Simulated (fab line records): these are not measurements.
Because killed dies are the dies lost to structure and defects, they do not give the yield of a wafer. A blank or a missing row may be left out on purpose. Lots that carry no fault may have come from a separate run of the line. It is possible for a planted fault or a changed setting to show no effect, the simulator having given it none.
2 desks, one fault -- flow berkeley_cmos170 -- every desk sees just its own numbers, and what lay behind them comes last

TOOL OWNER'S DESK, rie_diel-01
The tool's own readings at UCB170_SPACER_ETCHBACK_03 (etches SiO2 in CHF3/CF4/Ar, stops on Si, target depth 376 nm, time 100 s): means of the sampled wafers that have a number, for each lot that ran on this tool. The brackets show how far a lot's mean lies from the usual mean; more than 4 standard deviations puts the lot out of limits, marked OUT.
Columns: A = drypump_motor_current_A at UCB170_SPACER_ETCHBACK_03, usual 5.62 A; B = oes_product_au at UCB170_SPACER_ETCHBACK_03, usual 0.908 a.u.; C = throttle_valve_pct at UCB170_SPACER_ETCHBACK_03, usual 6.45 %
lot,first seen here,A,B,C
L439,day 7 01:15,5.69,0.897,6.51
L440,day 7 23:16,5.30,0.900,6.30
L443,day 8 07:55,5.66,0.901,6.35
L447,day 9 11:35,5.69,0.904,6.51
L461,day 11 19:03,5.68,0.888,6.51
L458,day 11 19:08,5.47,0.905,6.38
This desk found nothing out of limits on any of the 6 lots.

METROLOGY DESK
Means of the sampled wafers that have a number, per lot and without regard to the tool the lot ran on: this is what the gauges read. The brackets show how far a lot's mean lies from the usual mean; more than 4 standard deviations puts the lot out of limits, marked OUT.
Columns: A = cd_nm at UCB170_M2_CD_MEAS_15, usual 700.3 nm
lot,first seen here,A
L439,day 8 03:23,700.4
L440,day 8 17:58,701.9
L444,day 9 06:19,698.3
L443,day 9 07:31,699.7
L445,day 10 02:14,700.5
L447,day 10 12:28,700.4
L448,day 10 12:34,698.6
L449,day 10 12:51,699.9
L451,day 11 04:20,698.9
L450,day 11 05:57,700.1
L456,day 12 05:35,699.6
L461,day 12 15:29,699.6
L458,day 12 17:20,699.4
L462,day 13 14:19,701.7
This desk found nothing out of limits on any of the 14 lots.

TAKEN TOGETHER
Nothing out of limits was seen by the tool owner's desk.
The metrology desk saw nothing out of limits.

WHAT THE SIMULATOR PUT IN
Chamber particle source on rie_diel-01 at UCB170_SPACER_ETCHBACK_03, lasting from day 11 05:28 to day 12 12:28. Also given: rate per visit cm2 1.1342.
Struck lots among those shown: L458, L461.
